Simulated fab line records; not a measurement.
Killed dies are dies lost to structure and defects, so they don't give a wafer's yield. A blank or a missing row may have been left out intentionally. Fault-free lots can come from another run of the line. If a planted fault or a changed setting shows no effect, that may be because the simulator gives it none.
Comparing a struck lot with a sound one / flow berkeley-cmos170 / 13 steps out of a route of 331
Sound: the wafers L678.1, L678.3, L678.6. Struck: wafers L683.1, L683.3, L683.4. The cause is named last.
For every step that has rows: the tool of each side, followed by ch and its chambers, followed by its first start. Under that, the readings that differ: sound wafers / struck wafers / difference of the means / sigmas: that difference in standard deviations of wafers without a fault.
alike: readings whose means differ by less than 2 such deviations, and words and numbers that are the same on both sides. not compared: withheld readings, readings that some wafer has no value for, bounds like >300 that may hide the same value, and numbers for which the record gives no deviation and whose values overlap.
Wherever a step has rows on one side only, a row that says differs or no value, or a row with sigmas, the two part there. Numbers that don't overlap but have no deviation are shown without sigmas and don't part them. A reading missing from all wafers of one side parts the sides only when that side holds two or more wafers.

UCB170_START_BOW_MEAS_00:
  sound: film-metro-02 at day 2 11:00; struck: film-metro-02 at day 3 12:00
  alike: INCOMING_BOW
then, 2 steps without rows for these wafers: UCB170_START_CLEAN_01 (cleans in dHF, time 60 s); UCB170_START_OXIDATION_02 (target thk 20 nm, ox time 1800 s).
UCB170_START_THK_MEAS_03:
  sound: film-metro-04 at day 2 17:40; struck: film-metro-01 at day 3 18:28
  alike: START_OXIDE_THK
then, 4 steps without rows for these wafers: UCB170_START_ANNEAL_04 (time 1200 s); UCB170_ZERO_HMDS_00 (prime time 60 s); UCB170_ZERO_COAT_01 (resist thk 900 nm); UCB170_ZERO_SOFTBAKE_02 (time 60 s).
UCB170_ZERO_EXPOSE_03: exposes mask PM MARKS, target cd 4000 nm.
  sound on krf-scanner-01 ch 0, day 3 01:34; struck on krf-scanner-02, day 4 01:57
  no value came back on the struck wafers for exposure-dose-mJ-cm2, focus-offset-nm (nm), reticle-temp-C (C); on the sound wafers exposure-dose-mJ-cm2 reads 30.076 30.051 30.025
  alike: mask
then, 2 steps without rows for these wafers: UCB170_ZERO_PEB_04; UCB170_ZERO_DEVELOP_05 (develop time 45 s).
UCB170_ZERO_ETCH_06: etches SiO2 in CHF3/CF4/Ar, time 12 s.
  sound on rie-diel-02 ch 2,3, day 3 02:17; struck on rie-diel-02 ch 0,1,3, day 4 02:38
reading=oes-product-au (a.u.); sound=0.626 0.615 0.628; struck=0.377 0.369 0.360; difference=-0.254; sigmas=-28
  alike: drypump-motor-current-A, throttle-valve-pct
  not compared: rf-hours-counter-h
UCB170_ZERO_STRIP_07: strips in O2.
  sound on plasma-asher-04 ch 1, day 3 02:19; struck on plasma-asher-03 ch 0,1, day 4 02:39
  alike: drypump-motor-current-A, o2-flow-sccm, oes-product-au, strip-time-to-endpoint-s
  not compared: rf-hours-counter-h

== WHERE THEY PART ==
Earliest at UCB170_ZERO_EXPOSE_03; latest, in this record, at UCB170_ZERO_ETCH_06. Later steps at which nothing parts them and some readings are alike: UCB170_ZERO_STRIP_07.

WHY: whatever the simulator had introduced
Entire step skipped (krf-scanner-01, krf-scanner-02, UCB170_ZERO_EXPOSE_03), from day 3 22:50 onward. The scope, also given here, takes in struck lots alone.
